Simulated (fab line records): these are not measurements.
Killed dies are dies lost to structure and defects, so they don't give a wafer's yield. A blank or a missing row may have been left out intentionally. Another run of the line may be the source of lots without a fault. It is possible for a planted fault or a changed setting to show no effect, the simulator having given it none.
fab line records | flow rit_cmos
record: lots: 14 wafers: 42 last_day: 7
route steps=202 shown PRETRO@73
lots that met no fault: from a run of the same line without faults
start_h: start of the lot's first displayed wafer, in hours after the record's first day | wait_h: hours from the lot's prior step to this one | " identical to the entry in the row above | L1.1+2: several wafers, shown together as one row | - no value, or no start given | * or withheld: withheld | < > ~ a bound
route shown NAME@n: NAME is a module with steps in the file, n the number in the route of the first one | usual: mean/standard deviation taken from wafers without a fault | same: alike in all rows | chamber/n: place in a boat | sites: each site's reading | _std_site: standard deviation of those values | _edge_site: inner sites' mean taken away from outer sites' mean | radius_mm: how far each site lies from the wafer's centre | mask NAME#n: copy n | behind: the most recent tool/chamber to have shaped the wafer | hold: what put the lot on hold/how long, in hours/how the hold closed | device: the transistor (n, p or np) that didn't switch | end of line: the tests these same wafers got at the end of their route | a step without rows: its recipe alone | killed: dies lost to structure and defects at the first sort, not the wafer's yield | map: shows each die of a wafer: x if killed, . if not, _ if none is there
set.NAME: the run value of the setting; set.NAME@STEP: its run value at that earlier step | model.NAME: the simulator's own value behind a step, which no gauge read
a sample of lots followed through the steps of the route, with each step as a table and each wafer as a row
services: from which hour (start_h, from the record's first day; less than 0 if before it) a tool's chamber was out of use, for how many hours, and why
== steps ==
step: RIT_PRETRO_STRIP_09
recipe: chemistry: O2 time_s: 180 resist: NOVOLAK platen_temp_c: withheld power_w: 500 pressure_mtorr: 4000 o2_flow_sccm: 4000
usual: chamber_pressure_mTorr: 4000/3.1 drypump_motor_current_A: 6.0/0.53
columns lot.wafer tool chamber start_h wait_h chamber_pressure_mTorr drypump_motor_current_A rf_hours_counter_h
L643.4 plasma_asher-02 1 33.56 0.1 3999 6.4 -
L643.5 " 1 " " 3998 6.4 -
L643.6 " 0 " " 3996 6.1 -
L646.3 plasma_asher-03 0 50.84 0.1 4001 6.4 -
L646.5 " 1 " " 4000 5.6 -
L646.6 " 0 " " 4003 6.4 -
L647.2 plasma_asher-01 0 55.75 0.1 3998 6.6 42
L647.5 " 1 " " 3996 5.1 -
L647.6 " 0 " " 4003 6.6 -
L648.2 plasma_asher-02 0 62.01 0.1 3997 6.1 27
L648.3 " 1 " " 4001 6.4 -
L648.4 " 0 " " 4003 6.1 -
L650.3 plasma_asher-01 1 67.57 0.1 - - -
L650.4 " 0 " " - - -
L650.5 " 0 " " - - -
L651.2 plasma_asher-01 1 71.63 0.1 - - -
L651.4 " 1 " " - - -
L651.6 " 1 " " - - -
L653.2 plasma_asher-02 1 81.88 0.1 3998 6.4 29
L653.3 " 1 " " 3998 6.4 -
L653.5 " 1 " " 4001 6.4 -
L660.1 plasma_asher-03 1 117.35 0.1 4003 5.6 46
L660.3 " 0 " " 4003 6.4 -
L660.4 " 1 " " 4002 5.6 -
L661.2 plasma_asher-03 1 122.16 0.1 4000 5.6 47
L661.3 " 0 " " 3999 6.4 -
L661.6 " 1 " " 3998 5.6 -
L662.1 plasma_asher-03 1 127.48 0.1 3996 5.6 48
L662.2 " 0 " " 4001 6.4 48
L662.4 " 1 " " 4006 5.6 -
L663.1 plasma_asher-01 0 133.30 0.1 4000 6.6 50
L663.3 " 0 " " 4001 6.6 -
L663.6 " 1 " " 4001 5.1 -
L664.2 plasma_asher-03 1 138.30 0.1 4006 5.6 49
L664.4 " 0 " " 3997 6.4 -
L664.5 " 0 " " 3997 6.5 -
L665.2 plasma_asher-02 0 146.73 0.1 4003 6.1 37
L665.4 " 0 " " 4004 6.1 -
L665.6 " 0 " " 4001 6.1 -
L666.1 plasma_asher-03 1 148.13 0.1 4000 5.6 50
L666.4 " 0 " " 4007 6.5 -
L666.6 " 1 " " 3997 5.6 -
== services ==
columns tool chamber start_h hours kind
plasma_asher-03 - 99.70 4.1 repair
plasma_asher-01 - 112.34 9.9 pm
== key ==
first_sign: step: RIT_PRETRO_STRIP_09 reading: tool_record direction: missing
effect none on later readings
met_at RIT_PRETRO_STRIP_09
struck_lots L650,L651
later_rows_left_out L650.3,L650.4,L650.5,L651.2,L651.4,L651.6
sort_left_out L650.3,L650.4,L650.5,L651.2,L651.4,L651.6
tester_left_out L650,L651
onset_between 55.75 67.57
fault: kind: skipped_step_whole tool: plasma_asher-01 chamber: - onset_h: 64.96 steps: RIT_PRETRO_STRIP_09 scope: struck_lots_only
tester_left_out: of these lots the tester's yield and bins aren't shown, on N5 and GAA mostly nor the transistor test; their killed dies are dies lost to structure and defects alone, not to doping, threshold or leakage, so they don't give the yield
sort_left_out: the simulated sort isn't trusted on such a fault, so these wafers' sort isn't shown, and their yield isn't known
later_rows_left_out: the simulator's readings of these wafers behind a module that went badly wrong aren't trusted and aren't shown, but for the sort
